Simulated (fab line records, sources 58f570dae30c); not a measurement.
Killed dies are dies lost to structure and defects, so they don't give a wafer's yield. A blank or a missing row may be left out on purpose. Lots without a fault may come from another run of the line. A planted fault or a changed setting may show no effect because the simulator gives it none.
Which tool did it? | flow berkeley_cmos170 | 14 lots, 42 wafers sampled, at 3 steps of a route of 331

WHAT THE GAUGES READ, wafer by wafer
UCB170_ACTIVE_THK_MEAS_03.
lot  | measured    | on            | ACTIVE_OXIDE_THK (nm)
L226 | day 4 17:39 | film_metro-01 | 26.4 26.6 26.4
L227 | day 4 17:43 | film_metro-04 | 27.1 26.8 26.3
L229 | day 5 01:44 | film_metro-01 | 26.4 27.1 27.0
L230 | day 5 01:41 | film_metro-03 | 26.6 26.6 26.4
L233 | day 5 22:29 | film_metro-03 | 26.4 26.5 26.9
L232 | day 6 02:28 | film_metro-04 | 25.7 26.2 26.0
L240 | day 7 00:34 | film_metro-04 | 26.7 26.8 26.5
L238 | day 7 05:58 | film_metro-01 | 32.4 32.9 33.1
L239 | day 7 06:02 | film_metro-04 | 32.4 32.2 32.1
L242 | day 7 18:12 | film_metro-01 | 27.1 27.1 26.7
L244 | day 8 07:45 | film_metro-03 | 26.8 26.5 26.7
L243 | day 8 14:55 | film_metro-04 | 26.9 27.1 27.3
L245 | day 8 14:55 | film_metro-03 | 27.0 26.8 27.1
L246 | day 8 14:55 | film_metro-01 | 26.5 26.4 26.6

UCB170_ACTIVE_OVL_MEAS_14.
lot  | measured    | on         | ACTIVE_OVL (nm)
L226 | day 5 01:22 | overlay-01 | 3 7 -7
L227 | day 5 02:26 | overlay-01 | 2 -3 -6
L229 | day 5 07:46 | overlay-02 | -12 -12 -12
L230 | day 5 07:14 | overlay-02 | -16 -10 -14
L233 | day 6 07:37 | overlay-01 | -9 -8 -14
L232 | day 6 08:38 | overlay-02 | -1 -6 -5
L240 | day 7 08:29 | overlay-02 | 2 4 -6
L238 | day 7 14:14 | overlay-02 | -7 -13 -4
L239 | day 7 14:25 | overlay-02 | -1 -7 -14
L242 | day 8 06:58 | overlay-02 | -7 -2 0
L244 | day 8 19:22 | overlay-02 | 10 -8 3
L243 | day 9 01:43 | overlay-01 | -12 -7 -15
L245 | day 9 01:55 | overlay-01 | 5 -4 -6
L246 | day 9 01:53 | overlay-02 | -9 -1 0

WHICH TOOL RAN EACH LOT (tool, then ch and the chambers of the sampled wafers, then the start)
lot  | UCB170_ACTIVE_OXIDATION_02
L226 | furnace-04 ch 0, day 4 16:18
L227 | furnace-04 ch 0, day 4 16:18
L229 | furnace-02 ch 0, day 5 00:20
L230 | furnace-02 ch 0, day 5 00:20
L233 | furnace-01 ch 0, day 5 21:08
L232 | furnace-04 ch 0, day 6 01:05
L240 | furnace-04 ch 0, day 6 23:13
L238 | furnace-01 ch 0, day 7 04:37
L239 | furnace-01 ch 0, day 7 04:37
L242 | furnace-04 ch 0, day 7 16:51
L244 | furnace-04 ch 0, day 8 06:24
L243 | furnace-02 ch 0, day 8 13:34
L245 | furnace-02 ch 0, day 8 13:34
L246 | furnace-02 ch 0, day 8 13:34
- UCB170_ACTIVE_OXIDATION_02: target thk 26.4 nm, ox time 1260 s.

WHAT THE TOOLS THEMSELVES READ (means of the sampled wafers that have a number; where no wafer has one, the mark that the record gives instead)
UCB170_ACTIVE_OXIDATION_02.
lot  | tool       | spike_tc_centre_C (C)
L226 | furnace-04 | 1004.0
L227 | furnace-04 | 1002.3
L229 | furnace-02 | 1001.5
L230 | furnace-02 | 1003.2
L233 | furnace-01 | 1002.3
L232 | furnace-04 | 1002.2
L240 | furnace-04 | 1001.1
L238 | furnace-01 | 1002.6
L239 | furnace-01 | 1002.1
L242 | furnace-04 | 1002.8
L244 | furnace-04 | 1002.7
L243 | furnace-02 | 1001.9
L245 | furnace-02 | 1003.3
L246 | furnace-02 | 1002.3

THE ANSWER, worked out from the rows above alone
Rule: what is usual is taken from the lots themselves. Put in order of their means at a reading, lots are off if they are a third of the lots or fewer, leave a main group of 4 or more, and stand apart from it by a gap of 3 or more times the standard deviation of the main group's means; of several such gaps the widest counts. A main group whose means are all the same, to the digits that the tables above print for the reading, isn't used. A lot without any number at a reading at which 4 lots or more have one is off too. The other lots that the step has rows for count as sound. The gauges are gone through in route order, then the tools' own readings, and for those a lot's mean is taken as printed above. The first step at which some lot is off is used, and at that step the reading that is off furthest; a lot without a number counts as furthest.
Off: L238, L239, at UCB170_ACTIVE_THK_MEAS_03 (ACTIVE_OXIDE_THK). The main group: mean 26.7 nm, standard deviation 0.29.
A tool fits if, at a process step before that reading, it ran every lot that is off, and no sound lot after the first of them. The gauges at UCB170_ACTIVE_THK_MEAS_03 are tried like those tools. One fits: furnace-01 at UCB170_ACTIVE_OXIDATION_02. Its last sound lot is L233 (day 5 21:08), its first lot that is off L238 (day 7 04:37): a fault that began between those two fits.

WHAT THE SIMULATOR HAD PUT IN
Process parameter drift: furnace-01, from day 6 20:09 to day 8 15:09, at UCB170_ACTIVE_OXIDATION_02. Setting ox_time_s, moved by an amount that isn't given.
Lots struck among those shown: L238, L239. The rule above found the same.
